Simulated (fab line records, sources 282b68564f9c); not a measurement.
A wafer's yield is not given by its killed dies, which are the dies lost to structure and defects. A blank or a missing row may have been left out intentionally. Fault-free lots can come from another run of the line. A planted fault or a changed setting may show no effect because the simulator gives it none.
Struck lot and sound lot, side by side ; flow rit_cmos ; 16 steps out of a route of 202
Sound: wafers L421.2, L421.4, L421.6. Struck: wafers L420.2, L420.4, L420.5. The cause is given at the end.
Per side, at each step with rows, come the tool, then ch with its chambers, and then its first start. Under that, the readings that differ: sound wafers ; struck wafers ; difference of the means ; sigmas: that difference in standard deviations of wafers without a fault.
alike: readings with means less than 2 such deviations apart, plus words and numbers identical on both sides. not compared: withheld readings, readings lacking a value on some wafer, bounds such as >300 that could conceal the same value, and numbers that have no deviation in the record and whose values overlap.
The two part at a step that has a row with sigmas, a row that says differs or no value, or rows on one side only. Numbers that have no deviation but don't overlap get no sigmas and don't part them. Lack of a reading on every wafer of one side parts them only where that side has two or more wafers.

first, 1 step without rows for these wafers: RIT_PRETRO_DEVELOP_05 (develop time 68 s).
RIT_PRETRO_OVL_MEAS_06:
  sound on overlay-01, day 6 14:28; struck on overlay-01, day 6 08:35
  alike: PRETRO_OVL
then, 2 steps without rows for these wafers: RIT_PRETRO_HARDBAKE_07 (time 120 s); RIT_PRETRO_IMPLANT_08.
RIT_PRETRO_STRIP_09: strips in O2, time 180 s.
  sound on plasma_asher-02 ch 0,1, day 6 15:06; struck on plasma_asher-01 ch 0,1, day 6 09:08
  alike: drypump_motor_current_A
  not compared: rf_hours_counter_h
RIT_PRETRO_TW_MEAS_10:
  sound on film_metro-02, day 6 15:17; struck on film_metro-02, day 6 09:19
  alike: PRETRO_TW
then, 5 steps without rows for these wafers: RIT_GATE_WET_ETCH_00 (etches SiO2 in BOE, target depth 56 nm, time 60 s); RIT_GATE_CLEAN_01 (cleans in SC1, time 600 s); RIT_GATE_CLEAN_02 (cleans in dHF, time 30 s); RIT_GATE_CLEAN_03 (cleans in SC2, time 600 s); RIT_GATE_CLEAN_04 (cleans in dHF, time 60 s).
RIT_FOX2_THK_MEAS_91:
  sound on film_metro-02, day 6 15:49; struck on film_metro-02, day 6 09:49
reading;sound;struck;difference;sigmas
FIELD_OXIDE_LEFT_2_THK (nm);249 251 250;269 262 263;+15;+3
RIT_GATE_OXIDATION_05: target thk 3 nm, ox time 270 s.
  sound on furnace-04 ch 0, day 6 17:03; struck on furnace-01 ch 0, day 6 09:52
reading;sound;struck;difference;sigmas
spike_tc_centre_C (C);900.0 899.2 901.1;883.4 882.7 882.6;-17.2;-9
model.SiO2_of_GATE_OXIDATION_05.thk_nm (nm);3.034 2.993 3.027;2.756 2.861 2.895;-0.181;
  alike: tube_center_temp_C_max, zone_power_source_pct
then, 1 step without rows for these wafers: RIT_GATE_ANNEAL_06 (time 600 s).
RIT_GATE_THK_MEAS_07:
  sound on film_metro-03, day 6 19:42; struck on film_metro-02, day 6 11:58
reading;sound;struck;difference;sigmas
GATE_OXIDE_THK (nm);3.06 2.94 3.03;2.80 2.82 2.84;-0.19;-3
  not compared: hold
RIT_M1_PROBE_99:
  sound on prober-01, day 7 20:26; struck on prober-01, day 7 17:29
  alike: killed_at_front_end, killed_dies, killed_open, killed_short

WHERE THEY PART
At RIT_FOX2_THK_MEAS_91 first; at RIT_GATE_THK_MEAS_07 last (within this record only). Later steps at which nothing parts them and some readings are alike: RIT_M1_PROBE_99.

WHY: what the simulator had put in
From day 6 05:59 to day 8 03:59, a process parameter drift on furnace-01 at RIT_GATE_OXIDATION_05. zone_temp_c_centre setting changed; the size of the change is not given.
